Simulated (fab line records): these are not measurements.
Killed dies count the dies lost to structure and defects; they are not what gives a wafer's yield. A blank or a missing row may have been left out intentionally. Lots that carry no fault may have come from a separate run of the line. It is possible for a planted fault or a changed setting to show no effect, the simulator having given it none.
The tool behind it: which one? :: flow rit-cmos :: 42 wafers from 14 lots sampled at 2 of the route's 202 steps

WHAT THE GAUGES SHOWED, per wafer
Not one reading of a measure or inspect step in the record can be checked against a usual standard deviation.

WHICH TOOL RAN EACH LOT (tool, then ch and the chambers of the sampled wafers, then the start)
lot: L860
RIT_PRETRO_SOFTBAKE_02: litho-track-01 ch 0, day 2 08:23
RIT_M1_PROBE_99: -

lot: L861
RIT_PRETRO_SOFTBAKE_02: litho-track-03 ch 0, day 2 15:30
RIT_M1_PROBE_99: -

lot: L862
RIT_PRETRO_SOFTBAKE_02: litho-track-01 ch 0, day 2 18:52
RIT_M1_PROBE_99: prober-02, day 4 01:02

lot: L863
RIT_PRETRO_SOFTBAKE_02: litho-track-02 ch 0, day 3 00:05
RIT_M1_PROBE_99: -

lot: L866
RIT_PRETRO_SOFTBAKE_02: litho-track-03 ch 0, day 3 12:03
RIT_M1_PROBE_99: prober-02, day 4 17:38

lot: L868
RIT_PRETRO_SOFTBAKE_02: litho-track-02 ch 0, day 3 23:28
RIT_M1_PROBE_99: -

lot: L872
RIT_PRETRO_SOFTBAKE_02: litho-track-02 ch 0, day 4 18:44
RIT_M1_PROBE_99: -

lot: L873
RIT_PRETRO_SOFTBAKE_02: litho-track-03 ch 0, day 4 23:06
RIT_M1_PROBE_99: prober-02, day 6 03:33

lot: L874
RIT_PRETRO_SOFTBAKE_02: litho-track-03 ch 0, day 5 04:55
RIT_M1_PROBE_99: -

lot: L875
RIT_PRETRO_SOFTBAKE_02: litho-track-01 ch 0, day 5 10:19
RIT_M1_PROBE_99: -

lot: L877
RIT_PRETRO_SOFTBAKE_02: litho-track-02 ch 0, day 5 20:27
RIT_M1_PROBE_99: -

lot: L879
RIT_PRETRO_SOFTBAKE_02: litho-track-01 ch 0, day 6 06:01
RIT_M1_PROBE_99: -

lot: L880
RIT_PRETRO_SOFTBAKE_02: litho-track-01 ch 0, day 6 10:18
RIT_M1_PROBE_99: -

lot: L883
RIT_PRETRO_SOFTBAKE_02: litho-track-01 ch 0, day 7 01:15
RIT_M1_PROBE_99: prober-02, day 8 13:01
- RIT_PRETRO_SOFTBAKE_02: time 60 s.
- RIT_M1_PROBE_99

AS READ BY THE TOOLS THEMSELVES (means over the sampled wafers that have a number; for cases with no such wafer, the mark the record gives instead)
RIT_PRETRO_SOFTBAKE_02.
lot: L860
tool: litho-track-01
heater-power-total-W (W): 34.59
plate-temp-C (C): 90.05
resist-line-temp-C (C): 22.99

lot: L861
tool: litho-track-03
heater-power-total-W (W): 34.60
plate-temp-C (C): 90.10
resist-line-temp-C (C): 22.93

lot: L862
tool: litho-track-01
heater-power-total-W (W): 34.52
plate-temp-C (C): 90.06
resist-line-temp-C (C): 23.13

lot: L863
tool: litho-track-02
heater-power-total-W (W): 34.56
plate-temp-C (C): 89.91
resist-line-temp-C (C): 23.08

lot: L866
tool: litho-track-03
heater-power-total-W (W): 34.56
plate-temp-C (C): 90.18
resist-line-temp-C (C): 23.03

lot: L868
tool: litho-track-02
heater-power-total-W (W): 34.62
plate-temp-C (C): 90.01
resist-line-temp-C (C): 22.98

lot: L872
tool: litho-track-02
heater-power-total-W (W): 34.60
plate-temp-C (C): 89.79
resist-line-temp-C (C): 23.05

lot: L873
tool: litho-track-03
heater-power-total-W (W): 34.24
plate-temp-C (C): 89.19
resist-line-temp-C (C): 23.08

lot: L874
tool: litho-track-03
heater-power-total-W (W): 34.24
plate-temp-C (C): 89.20
resist-line-temp-C (C): 23.00

lot: L875
tool: litho-track-01
heater-power-total-W (W): 34.57
plate-temp-C (C): 90.00
resist-line-temp-C (C): 22.84

lot: L877
tool: litho-track-02
heater-power-total-W (W): 34.64
plate-temp-C (C): 90.12
resist-line-temp-C (C): 23.02

lot: L879
tool: litho-track-01
heater-power-total-W (W): 34.52
plate-temp-C (C): 90.00
resist-line-temp-C (C): 22.94

lot: L880
tool: litho-track-01
heater-power-total-W (W): 34.54
plate-temp-C (C): 90.08
resist-line-temp-C (C): 22.95

lot: L883
tool: litho-track-01
heater-power-total-W (W): 34.59
plate-temp-C (C): 90.04
resist-line-temp-C (C): 22.93

RIT_M1_PROBE_99.
lot: L862
tool: prober-02
killed_at_M0_to_M3: 0.0
killed-at-contacts: 0.0
killed-at-front-end: 7
killed-dies: 7
killed-open: 2.7
killed-short: 4.3

lot: L866
tool: prober-02
killed_at_M0_to_M3: 0.0
killed-at-contacts: 0.0
killed-at-front-end: 5
killed-dies: 5
killed-open: 3.7
killed-short: 1.3

lot: L873
tool: prober-02
killed_at_M0_to_M3: 0.3
killed-at-contacts: 0.0
killed-at-front-end: 12
killed-dies: 12
killed-open: 7.0
killed-short: 5.0

lot: L883
tool: prober-02
killed_at_M0_to_M3: 0.0
killed-at-contacts: 0.0
killed-at-front-end: 7
killed-dies: 7
killed-open: 3.0
killed-short: 3.7

THE ANSWER, worked out from the rows above alone
Rule: the lots themselves supply what counts as usual. The widest of any qualifying gaps counts: lots, ordered by their means at a reading, are off when they make up no more than a third of the lots, leave a main group of 4 or more, and stand apart from it by 3 or more times the standard deviation of that group's means. If all means in a main group match to the digits the tables above print for the reading, that group is not used. A lot without any number at a reading at which 4 lots or more have one is off too. All remaining lots with rows at the step are treated as sound. Order of review: gauges by route order, followed by the tools' own readings, for which a lot's mean as printed above is used. The first step at which some lot is off is used, and at that step the reading that is off furthest; a lot without a number counts as furthest.
Off: L873, L874 (RIT_PRETRO_SOFTBAKE_02, heater-power-total-W). The main group has a mean of 34.58 W with a standard deviation of 0.036.
If a tool, at that step or one of the process steps before it, ran each lot that is off and ran no sound lot following the first of them, it fits. One fits: litho-track-03 at RIT_PRETRO_SOFTBAKE_02. Its last sound lot is L866 (day 3 12:03), its first lot that is off L873 (day 4 23:06): a fault that began between those two fits.
The tool's own readings at RIT_PRETRO_SOFTBAKE_02 bear it out: on the lots that are off they differ by more than 5 times the standard deviation of the sound lots' means. heater-power-total-W reads 34.24 W there against 34.58 W on the sound lots; plate-temp-C reads 89.19 C there against 90.03 C on the sound lots.

WHAT THE SIMULATOR PUT IN
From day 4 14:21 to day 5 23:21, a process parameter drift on litho-track-03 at RIT_PRETRO_SOFTBAKE_02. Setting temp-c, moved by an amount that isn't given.
Lots struck among those shown: L873, L874. This agrees with what the rule above found.
